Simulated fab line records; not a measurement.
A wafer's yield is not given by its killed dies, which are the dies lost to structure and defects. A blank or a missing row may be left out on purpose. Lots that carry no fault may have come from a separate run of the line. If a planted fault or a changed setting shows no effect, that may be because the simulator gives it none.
fab line records + flow ritCmos
[record]
- lots = 15
- wafers = 45
- lastDay = 7
route steps=202 shown PLDD@159 SILICIDE@164 M1@190
lots untouched by any fault: they come from a run of this same line in which no faults occurred
startH: hours from the record's opening day to when the first of the lot's shown wafers began + waitH: hours from the lot's prior step to this one + " identical to the entry in the row above + L1.1+2: a row that stands for several wafers + - either no value or no given start + * or withheld: withheld + < > ~ a bound
route shown NAME@n: NAME is a module with steps in the file, n the number in the route of the first one + usual: average and standard deviation across the fault-free wafers + same: alike in all rows + chamber/n: place in a boat + sites: readings site by site + _std_site: how widely they spread, as a standard deviation + _edge_site: inner sites' mean taken away from outer sites' mean + radiusMm: how far each site lies from the wafer's centre + mask NAME#n: copy n + behind: the last tool/chamber to shape the wafer + hold: reason for holding the lot/hours on hold/outcome of the hold + device: the transistor (n, p or np) that didn't switch + end of line: the route-end tests of the same wafers + a step with no rows: only its recipe + killed: dies lost to structure and defects at the first sort, not the wafer's yield + map: the dies of a wafer, with x for killed, . for not killed, _ for no die there
set.NAME: the run value of the setting; set.NAME@STEP: its run value at that earlier step + model.NAME: the simulator's own value behind a step, which no gauge read
one table for each step of the route and one row for each wafer, over a sample of lots
services: when a tool's chamber went out of use (startH, in hours from the record's first day, below 0 if earlier), for how many hours, and the reason
[[steps]]
[step RIT_SDANNEAL_RS_MEAS_06]
[recipe]
- thkMeasGauge = four-point-probe
[usual]
- PLDD_RS = 177.9/0.48
| lot.wafer | tool         | chamber | startH | waitH | PLDD_RS[ohm/sq] |
|-----------|--------------|---------|--------|-------|-----------------|
| L815.3    | filmMetro-02 | -       | 59.18  | 0.1   | 177.4           |
| L815.4    | "            | -       | "      | "     | 178.2           |
| L815.5    | "            | -       | "      | "     | 177.8           |
| L817.1    | filmMetro-02 | -       | 73.89  | 0.1   | 178.0           |
| L817.4    | "            | -       | "      | "     | 177.6           |
| L817.5    | "            | -       | "      | "     | 178.1           |
| L818.2    | filmMetro-01 | -       | 76.79  | 0.1   | 178.4           |
| L818.4    | "            | -       | "      | "     | 177.6           |
| L818.5    | "            | -       | "      | "     | 177.8           |
| L819.3    | filmMetro-04 | -       | 81.96  | 0.1   | 178.1           |
| L819.4    | "            | -       | "      | "     | 177.3           |
| L819.5    | "            | -       | "      | "     | 177.5           |
| L820.1    | filmMetro-02 | -       | 85.58  | 0.1   | 177.7           |
| L820.3    | "            | -       | "      | "     | 177.5           |
| L820.5    | "            | -       | "      | "     | 178.0           |
| L822.1    | filmMetro-01 | -       | 104.28 | 0.1   | 178.0           |
| L822.4    | "            | -       | "      | "     | 177.9           |
| L822.6    | "            | -       | "      | "     | 178.3           |
| L823.2    | filmMetro-04 | -       | 104.32 | 0.1   | 178.0           |
| L823.4    | "            | -       | "      | "     | 177.8           |
| L823.5    | "            | -       | "      | "     | 177.8           |
| L824.4    | filmMetro-02 | -       | 112.07 | 0.1   | 177.2           |
| L824.5    | "            | -       | "      | "     | 177.5           |
| L824.6    | "            | -       | "      | "     | 177.4           |
| L825.2    | filmMetro-04 | -       | 112.45 | 0.1   | 179.4           |
| L825.3    | "            | -       | "      | "     | 178.8           |
| L825.4    | "            | -       | "      | "     | 179.2           |
| L826.1    | filmMetro-01 | -       | 116.21 | 0.1   | 177.7           |
| L826.5    | "            | -       | "      | "     | 177.8           |
| L826.6    | "            | -       | "      | "     | 177.8           |
| L827.2    | filmMetro-04 | -       | 121.75 | 0.1   | 177.8           |
| L827.3    | "            | -       | "      | "     | 177.9           |
| L827.5    | "            | -       | "      | "     | 178.3           |
| L831.1    | filmMetro-01 | -       | 141.08 | 0.1   | 177.4           |
| L831.3    | "            | -       | "      | "     | 177.6           |
| L831.5    | "            | -       | "      | "     | 177.5           |
| L832.1    | filmMetro-01 | -       | 145.64 | 0.1   | 178.6           |
| L832.4    | "            | -       | "      | "     | 178.6           |
| L832.5    | "            | -       | "      | "     | 178.5           |
| L833.1    | filmMetro-02 | -       | 150.06 | 0.1   | 177.7           |
| L833.2    | "            | -       | "      | "     | 177.5           |
| L833.6    | "            | -       | "      | "     | 177.9           |
| L836.1    | filmMetro-01 | -       | 164.76 | 0.1   | 177.4           |
| L836.2    | "            | -       | "      | "     | 177.4           |
| L836.4    | "            | -       | "      | "     | 177.4           |
[step RIT_SILICIDE_THK_MEAS_03]
[recipe]
- thkMeasGauge = xrf
- reads = Ti_of_SILICIDE_SPUTTER_01
[usual]
- SILICIDE_TI_THK = 30.0/0.33
| lot.wafer | tool         | chamber | startH | waitH | SILICIDE_TI_THK[nm] |
|-----------|--------------|---------|--------|-------|---------------------|
| L815.3    | filmMetro-03 | -       | 59.68  | 0.1   | 29.7                |
| L815.4    | "            | -       | "      | "     | 29.6                |
| L815.5    | "            | -       | "      | "     | 29.7                |
| L817.1    | filmMetro-04 | -       | 74.41  | 0.1   | 30.0                |
| L817.4    | "            | -       | "      | "     | 30.0                |
| L817.5    | "            | -       | "      | "     | 30.1                |
| L818.2    | filmMetro-04 | -       | 77.30  | 0.1   | 29.8                |
| L818.4    | "            | -       | "      | "     | 30.1                |
| L818.5    | "            | -       | "      | "     | 30.2                |
| L819.3    | filmMetro-02 | -       | 82.46  | 0.1   | 29.4                |
| L819.4    | "            | -       | "      | "     | 29.3                |
| L819.5    | "            | -       | "      | "     | 29.5                |
| L820.1    | filmMetro-03 | -       | 86.11  | 0.1   | 29.7                |
| L820.3    | "            | -       | "      | "     | 29.9                |
| L820.5    | "            | -       | "      | "     | 29.9                |
| L822.1    | filmMetro-02 | -       | 104.81 | 0.1   | 29.5                |
| L822.4    | "            | -       | "      | "     | 29.9                |
| L822.6    | "            | -       | "      | "     | 29.4                |
| L823.2    | filmMetro-04 | -       | 104.83 | 0.1   | 29.8                |
| L823.4    | "            | -       | "      | "     | 29.8                |
| L823.5    | "            | -       | "      | "     | 29.8                |
| L824.4    | filmMetro-03 | -       | 112.56 | 0.1   | 30.3                |
| L824.5    | "            | -       | "      | "     | 29.6                |
| L824.6    | "            | -       | "      | "     | 30.2                |
| L825.2    | filmMetro-02 | -       | 112.97 | 0.1   | 29.8                |
| L825.3    | "            | -       | "      | "     | 29.9                |
| L825.4    | "            | -       | "      | "     | 29.8                |
| L826.1    | filmMetro-03 | -       | 116.73 | 0.1   | 30.3                |
| L826.5    | "            | -       | "      | "     | 30.2                |
| L826.6    | "            | -       | "      | "     | 30.4                |
| L827.2    | filmMetro-03 | -       | 122.28 | 0.1   | 30.1                |
| L827.3    | "            | -       | "      | "     | 29.9                |
| L827.5    | "            | -       | "      | "     | 29.9                |
| L831.1    | filmMetro-04 | -       | 141.60 | 0.1   | 30.0                |
| L831.3    | "            | -       | "      | "     | 30.2                |
| L831.5    | "            | -       | "      | "     | 30.2                |
| L832.1    | filmMetro-03 | -       | 146.16 | 0.1   | 30.6                |
| L832.4    | "            | -       | "      | "     | 30.6                |
| L832.5    | "            | -       | "      | "     | 30.4                |
| L833.1    | filmMetro-03 | -       | 150.58 | 0.1   | 29.3                |
| L833.2    | "            | -       | "      | "     | 29.8                |
| L833.6    | "            | -       | "      | "     | 30.1                |
| L836.1    | filmMetro-03 | -       | 165.28 | 0.1   | 30.1                |
| L836.2    | "            | -       | "      | "     | 30.1                |
| L836.4    | "            | -       | "      | "     | 29.7                |
[step RIT_M1_EXPOSE_06]
[recipe]
- maskId = M12
- na = 0.6
- sourceShape = conventional
- sigmaOuter = 0.5
- targetCdNm = 2600
- doseMj = 250
[usual]
- exposureDoseMJCm2 = 252.16/0.27
- focusOffsetNm = 0.0/0.57
- stageVelMmS = 500.02/0.22
| lot.wafer | tool            | chamber | startH | waitH | mask  | exposureDoseMJCm2 | focusOffsetNm | stageVelMmS |
|-----------|-----------------|---------|--------|-------|-------|-------------------|---------------|-------------|
| L815.3    | ilineStepper-02 | 0       | 63.08  | 0.1   | M12#0 | 252.21            | 0.4           | 499.73      |
| L815.4    | "               | 0       | "      | "     | M12#0 | 252.24            | 0.5           | 499.79      |
| L815.5    | "               | 0       | "      | "     | M12#0 | 252.29            | 0.0           | 500.07      |
| L817.1    | ilineStepper-02 | 0       | 78.01  | 0.1   | M12#0 | 252.02            | 0.6           | 500.27      |
| L817.4    | "               | 0       | "      | "     | M12#0 | 251.89            | 0.3           | 500.17      |
| L817.5    | "               | 0       | "      | "     | M12#0 | 252.46            | 1.0           | 500.06      |
| L818.2    | ilineStepper-01 | 0       | 80.86  | 0.2   | M12#0 | 251.63            | 0.2           | 500.15      |
| L818.4    | "               | 0       | "      | "     | M12#0 | 251.88            | -1.1          | 500.07      |
| L818.5    | "               | 0       | "      | "     | M12#0 | 251.82            | -0.7          | 500.09      |
| L819.3    | ilineStepper-01 | 0       | 85.86  | 0.1   | M12#0 | 252.08            | -0.6          | 500.52      |
| L819.4    | "               | 0       | "      | "     | M12#0 | 252.23            | -1.2          | 500.16      |
| L819.5    | "               | 0       | "      | "     | M12#0 | 251.80            | -0.9          | 500.27      |
| L820.1    | ilineStepper-01 | 0       | 89.63  | 0.1   | M12#0 | 252.76            | 0.6           | 499.86      |
| L820.3    | "               | 0       | "      | "     | M12#0 | 252.44            | -0.4          | 499.76      |
| L820.5    | "               | 0       | "      | "     | M12#0 | 252.56            | 0.6           | 500.15      |
| L822.1    | ilineStepper-02 | 0       | 108.31 | 0.1   | M12#0 | 251.86            | -0.4          | 500.42      |
| L822.4    | "               | 0       | "      | "     | M12#0 | 252.26            | -0.4          | 499.96      |
| L822.6    | "               | 0       | "      | "     | M12#0 | 251.88            | -1.3          | 500.24      |
| L823.2    | ilineStepper-02 | 0       | 108.57 | 0.1   | M12#0 | 252.39            | -0.2          | 499.48      |
| L823.4    | "               | 0       | "      | "     | M12#0 | 252.43            | 0.2           | 499.91      |
| L823.5    | "               | 0       | "      | "     | M12#0 | 252.39            | -0.6          | 499.75      |
| L824.4    | ilineStepper-01 | 0       | 116.10 | 0.2   | M12#0 | 252.43            | 0.6           | 500.23      |
| L824.5    | "               | 0       | "      | "     | M12#0 | 252.41            | 0.0           | 500.03      |
| L824.6    | "               | 0       | "      | "     | M12#0 | 252.50            | -0.1          | 499.94      |
| L825.2    | ilineStepper-02 | 0       | 116.53 | 0.2   | M12#0 | 252.34            | 0.7           | 499.93      |
| L825.3    | "               | 0       | "      | "     | M12#0 | 252.06            | 0.7           | 499.71      |
| L825.4    | "               | 0       | "      | "     | M12#0 | 252.33            | 0.0           | 499.75      |
| L826.1    | ilineStepper-01 | 0       | 120.64 | 0.2   | M12#0 | 252.40            | 0.0           | 499.82      |
| L826.5    | "               | 0       | "      | "     | M12#0 | 252.25            | -0.8          | 499.68      |
| L826.6    | "               | 0       | "      | "     | M12#0 | 251.80            | 0.7           | 499.85      |
| L827.2    | ilineStepper-02 | 0       | 125.79 | 0.2   | M12#0 | 252.30            | 0.6           | 500.12      |
| L827.3    | "               | 0       | "      | "     | M12#0 | 252.16            | -0.7          | 500.12      |
| L827.5    | "               | 0       | "      | "     | M12#0 | 252.34            | -0.1          | 500.05      |
| L831.1    | ilineStepper-01 | -       | 145.23 | 0.2   | M12#0 | -                 | -             | -           |
| L831.3    | "               | -       | "      | "     | M12#0 | -                 | -             | -           |
| L831.5    | "               | -       | "      | "     | M12#0 | -                 | -             | -           |
| L832.1    | ilineStepper-02 | -       | 149.93 | 0.3   | M12#0 | -                 | -             | -           |
| L832.4    | "               | -       | "      | "     | M12#0 | -                 | -             | -           |
| L832.5    | "               | -       | "      | "     | M12#0 | -                 | -             | -           |
| L833.1    | ilineStepper-01 | -       | 154.40 | 0.2   | M12#0 | -                 | -             | -           |
| L833.2    | "               | -       | "      | "     | M12#0 | -                 | -             | -           |
| L833.6    | "               | -       | "      | "     | M12#0 | -                 | -             | -           |
| L836.1    | ilineStepper-02 | 0       | 168.68 | 0.1   | M12#0 | 251.93            | 0.3           | 500.17      |
| L836.2    | "               | 0       | "      | "     | M12#0 | 251.72            | 0.9           | 500.41      |
| L836.4    | "               | 0       | "      | "     | M12#0 | 251.97            | 0.8           | 500.26      |
[step RIT_M1_BOW_MEAS_16]
[recipe]
- mode = bow
[usual]
- M1_BOW = 17/6.9
| lot.wafer | tool         | chamber | startH | waitH | M1_BOW[um] |
|-----------|--------------|---------|--------|-------|------------|
| L815.3    | filmMetro-01 | -       | 66.05  | 0.0   | 16         |
| L815.4    | "            | -       | "      | "     | 7          |
| L815.5    | "            | -       | "      | "     | 20         |
| L817.1    | filmMetro-02 | -       | 81.11  | 0.0   | 29         |
| L817.4    | "            | -       | "      | "     | 19         |
| L817.5    | "            | -       | "      | "     | 16         |
| L818.2    | filmMetro-01 | -       | 83.92  | 0.0   | 20         |
| L818.4    | "            | -       | "      | "     | 22         |
| L818.5    | "            | -       | "      | "     | 9          |
| L819.3    | filmMetro-02 | -       | 88.99  | 0.0   | 28         |
| L819.4    | "            | -       | "      | "     | 14         |
| L819.5    | "            | -       | "      | "     | 8          |
| L820.1    | filmMetro-04 | -       | 95.17  | 0.0   | 18         |
| L820.3    | "            | -       | "      | "     | 16         |
| L820.5    | "            | -       | "      | "     | 28         |
| L822.1    | filmMetro-04 | -       | 111.58 | 0.0   | 21         |
| L822.4    | "            | -       | "      | "     | 5          |
| L822.6    | "            | -       | "      | "     | 16         |
| L823.2    | filmMetro-01 | -       | 113.10 | 0.0   | 26         |
| L823.4    | "            | -       | "      | "     | 12         |
| L823.5    | "            | -       | "      | "     | 14         |
| L824.4    | filmMetro-04 | -       | 119.34 | 0.1   | 17         |
| L824.5    | "            | -       | "      | "     | 10         |
| L824.6    | "            | -       | "      | "     | 21         |
| L825.2    | filmMetro-01 | -       | 120.20 | 0.0   | 17         |
| L825.3    | "            | -       | "      | "     | 29         |
| L825.4    | "            | -       | "      | "     | 15         |
| L826.1    | filmMetro-01 | -       | 123.61 | 0.0   | 23         |
| L826.5    | "            | -       | "      | "     | 30         |
| L826.6    | "            | -       | "      | "     | 22         |
| L827.2    | filmMetro-02 | -       | 128.94 | 0.0   | 14         |
| L827.3    | "            | -       | "      | "     | 16         |
| L827.5    | "            | -       | "      | "     | 18         |
| L831.1    | filmMetro-02 | -       | 148.20 | 0.0   | 15         |
| L831.3    | "            | -       | "      | "     | 14         |
| L831.5    | "            | -       | "      | "     | 10         |
| L832.1    | filmMetro-01 | -       | 153.18 | 0.0   | 17         |
| L832.4    | "            | -       | "      | "     | 34         |
| L832.5    | "            | -       | "      | "     | 25         |
| L833.1    | filmMetro-04 | -       | 157.48 | 0.0   | 21         |
| L833.2    | "            | -       | "      | "     | 21         |
| L833.6    | "            | -       | "      | "     | 16         |
| L836.1    | filmMetro-02 | -       | 171.65 | 0.0   | 1          |
| L836.2    | "            | -       | "      | "     | 14         |
| L836.4    | "            | -       | "      | "     | 10         |
[[services]]
| tool            | chamber | startH | hours | kind        |
|-----------------|---------|--------|-------|-------------|
| ilineStepper-01 | -       | 64.20  | 1.7   | pm          |
| ilineStepper-01 | 0       | 69.91  | -     | calibration |
| ilineStepper-01 | -       | 105.50 | 5.6   | repair      |
| ilineStepper-02 | 0       | 162.87 | -     | calibration |
[[key]]
[firstSign]
- step = RIT_M1_EXPOSE_06
- reading = toolRecord
- direction = missing
effect none on later readings
metAt RIT_M1_EXPOSE_06
struckLots L831,L832,L833
laterRowsLeftOut L831.1,L831.3,L831.5,L832.1,L832.4,L832.5,L833.1,L833.2,L833.6
sortLeftOut L831.1,L831.3,L831.5,L832.1,L832.4,L832.5,L833.1,L833.2,L833.6
notActingAt RIT_SDANNEAL_RS_MEAS_06,RIT_SILICIDE_THK_MEAS_03,RIT_M1_BOW_MEAS_16
onsetBetween 125.79 145.23
[fault]
- kind = skippedStepWhole
- tool = ilineStepper-01,ilineStepper-02
- chamber = -
- onsetH = 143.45
- steps = RIT_M1_EXPOSE_06
- scope = struckLotsOnly
// sortLeftOut: the simulated sort isn't trusted on such a fault, so these wafers' sort isn't shown, and their yield isn't known
// laterRowsLeftOut: the simulator's readings of these wafers behind a module that went badly wrong aren't trusted and aren't shown, but for the sort
